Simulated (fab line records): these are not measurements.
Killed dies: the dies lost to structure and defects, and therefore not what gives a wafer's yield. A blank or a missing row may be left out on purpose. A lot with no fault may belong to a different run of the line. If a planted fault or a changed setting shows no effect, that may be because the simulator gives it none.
Matching of chambers || flow berkeleyCmos170 || UCB170_V2_CMP_02 on cmp-02 has 4 sister chambers
The step polishes SiO2. 4 wafers are shown with their chamber, then 7 later ones without.

## WAFERS PAIRED WITH THEIR CHAMBERS
{"wafer": "L168.4", "chamber": 2, "motorCurrentA (A)": 16.6}
{"wafer": "L168.5", "chamber": 1, "motorCurrentA (A)": 16.5}
{"wafer": "L170.2", "chamber": 0, "motorCurrentA (A)": 21.1}
{"wafer": "L170.5", "chamber": 3, "motorCurrentA (A)": 14.2}

## WAFERS WITH NO CHAMBER GIVEN
{"wafer": "L170.6", "motorCurrentA (A)": 20.5}
{"wafer": "L174.2", "motorCurrentA (A)": 17.6}
{"wafer": "L174.3", "motorCurrentA (A)": 14.2}
{"wafer": "L174.6", "motorCurrentA (A)": 16.4}
{"wafer": "L180.2", "motorCurrentA (A)": 21.5}
{"wafer": "L180.4", "motorCurrentA (A)": 15.4}
{"wafer": "L180.5", "motorCurrentA (A)": 21.1}

## EACH ONE'S CHAMBER
{"wafer": "L170.6", "from the rows above": 0, "in truth": 0}
{"wafer": "L174.2", "from the rows above": "can't be placed: 2 or 1", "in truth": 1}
{"wafer": "L174.3", "from the rows above": 3, "in truth": 3}
{"wafer": "L174.6", "from the rows above": "can't be placed: 1 or 2", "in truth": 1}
{"wafer": "L180.2", "from the rows above": 0, "in truth": 0}
{"wafer": "L180.4", "from the rows above": "can't be placed: 1 or 2 or 3", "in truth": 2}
{"wafer": "L180.5", "from the rows above": 0, "in truth": 0}
Correct placement for 4 of the 7. Cannot be placed on the basis of these rows: 3; the candidates contain the true chamber in 3. Placed wrongly: 0.
How it was worked out, from the rows above alone: a wafer's distance from a chamber is the root of the sum, over the readings, of the square of ((its reading less the chamber's mean) divided by the reading's scatter). If the next closest chamber is less than 2 further off than the closest, the wafer can't be placed; otherwise it belongs to the closest. A chamber's mean is the mean of its shown wafers. The scatter: with one shown wafer a chamber, the root of the mean of the squares of how far each hidden wafer lies from its nearest shown one.
